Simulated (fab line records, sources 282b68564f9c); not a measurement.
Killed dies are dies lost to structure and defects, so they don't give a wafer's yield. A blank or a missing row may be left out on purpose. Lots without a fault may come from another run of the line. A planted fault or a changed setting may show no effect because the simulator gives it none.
Split-lot experiment | flow rit_cmos | 5 lots, 19 wafers read, on a route of 202 steps

THE SPLIT
At RIT_SPACER_ETCHBACK_05 (etches Si3N4 in SF6/CHF3, stops on SiO2, target depth 250 nm, time 240 s), the setting time_s was moved away from the recipe's 240 s on 6 of the 19 wafers read, by -7.7% to +13.9%. The other wafers ran this setting at the recipe's value.

FROM THE SPLIT TO THE READING: what the file shows between them, 1 step
- RIT_NSD_IMPLANT_08 (also split here: dose_cm2)

THE READING
etest.nmos_0p15.r_on_ohm_um (the simulator's own value, which no gauge read), at RIT_M1_PROBE_99. The file gives no usual value for it. The 13 wafers here that ran the recipe average 1132, standard deviation 31.

wafer  | tool, chamber at the split | time_s as run, s | against the recipe | etest.nmos_0p15.r_on_ohm_um | against lot-mates on the recipe
L078.1 | rie_diel-01, 1,3,2         | 240              | recipe             | 1107                        | -
L078.2 | rie_diel-01, 2,1           | 273.3            | +13.9%             | 1363                        | +246
L078.4 | rie_diel-01, 1,3,2         | 240              | recipe             | 1123                        | -
L078.5 | rie_diel-01, 1,3,2         | 240              | recipe             | 1121                        | -
L078.6 | rie_diel-01, 2,1           | 273.3            | +13.9%             | 1305                        | +188
L079.2 | rie_diel-03, 1,2,3         | 240              | recipe             | 1148                        | -
L079.4 | rie_diel-03, 1,2,3         | 240              | recipe             | 1149                        | -
L079.5 | rie_diel-03, 1,2,3         | 240              | recipe             | 1181                        | -
L080.1 | rie_diel-04, 0,3,1,3,0     | 240              | recipe             | 1164                        | -
L080.2 | rie_diel-04, 0,3,1,3,0     | 240              | recipe             | 1107                        | -
L080.3 | rie_diel-04, 0,3,1,3,0     | 240              | recipe             | 1107                        | -
L080.5 | rie_diel-04, 0,3,1,3,0     | 240              | recipe             | 1090                        | -
L080.6 | rie_diel-04, 0,3,1,3,0     | 240              | recipe             | 1197                        | -
L083.1 | rie_diel-03, 0,3,2         | 221.5            | -7.7%              | 1059                        | -54
L083.2 | rie_diel-03, 0,3,2         | 221.5            | -7.7%              | 1037                        | -76
L083.3 | rie_diel-03, 1,2           | 240              | recipe             | 1110                        | -
L083.4 | rie_diel-03, 0,3,2         | 221.5            | -7.7%              | 1066                        | -46
L083.6 | rie_diel-03, 1,2           | 240              | recipe             | 1115                        | -
L081.3 | rie_diel-01, 0,3           | 228.7            | -4.7%              | 1100                        | no lot-mate on the recipe
Where a row lists several chambers, the file gives one row for several wafers and doesn't say which wafer went through which chamber.

THE FIT
A straight line over all 19 wafers: etest.nmos_0p15.r_on_ohm_um changes by +12.9 for each +1% of time_s; r = +0.92; the points scatter about the line by 32.
The same after taking each lot's own level away (the mean of its wafers on the recipe; 18 wafers): +13 for each +1%; r = +0.92; scatter 33.
On that fit, the largest move of time_s shifts the reading by 1.8e+02.
The lots' own levels span 1112.5 to 1159.3, that is 1.5 times the standard deviation above.
So the lot-to-lot level changes the slope little: the two slopes agree.
Check: with one of the wafers moved furthest among these (+13.9%) left out of the fit, the line predicts +157 for it against its lot-mates. It came out at +246 against them.

OTHER SPLITS ON THESE WAFERS
These wafers also went through other splits before the reading. Each is held against what the fit with the lots' levels taken away leaves over:
other split on the same wafers   | wafers away from the commonest value | r with etest.nmos_0p15.r_on_ohm_um (lot level and that fit taken away)
RIT_ACTIVE_CVD_03 temp_c         | 6                                    | +0.22
RIT_ACTIVE_COAT_06 resist_thk_nm | 7                                    | -0.19
RIT_ACTIVE_HARDBAKE_12 temp_c    | 8                                    | +0.09
RIT_FOX2_OXIDATION_00 ox_time_s  | 6                                    | +0.07
RIT_NWELL_COAT_01 resist_thk_nm  | 6                                    | +0.08
RIT_NWELL_IMPLANT_08 energy_kev  | 5                                    | -0.43
RIT_NRETRO_COAT_01 resist_thk_nm | 6                                    | -0.14
RIT_NRETRO_IMPLANT_08 energy_kev | 5                                    | +0.03
RIT_PRETRO_DEVELOP_05 dev_temp_c | 6                                    | +0.20
RIT_NSD_IMPLANT_08 dose_cm2      | 6                                    | -0.34

THE FILE'S OWN FIT
etest.nmos_0p15.r_on_ohm_um changes by +13.7 for each +1% of time_s, r = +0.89.
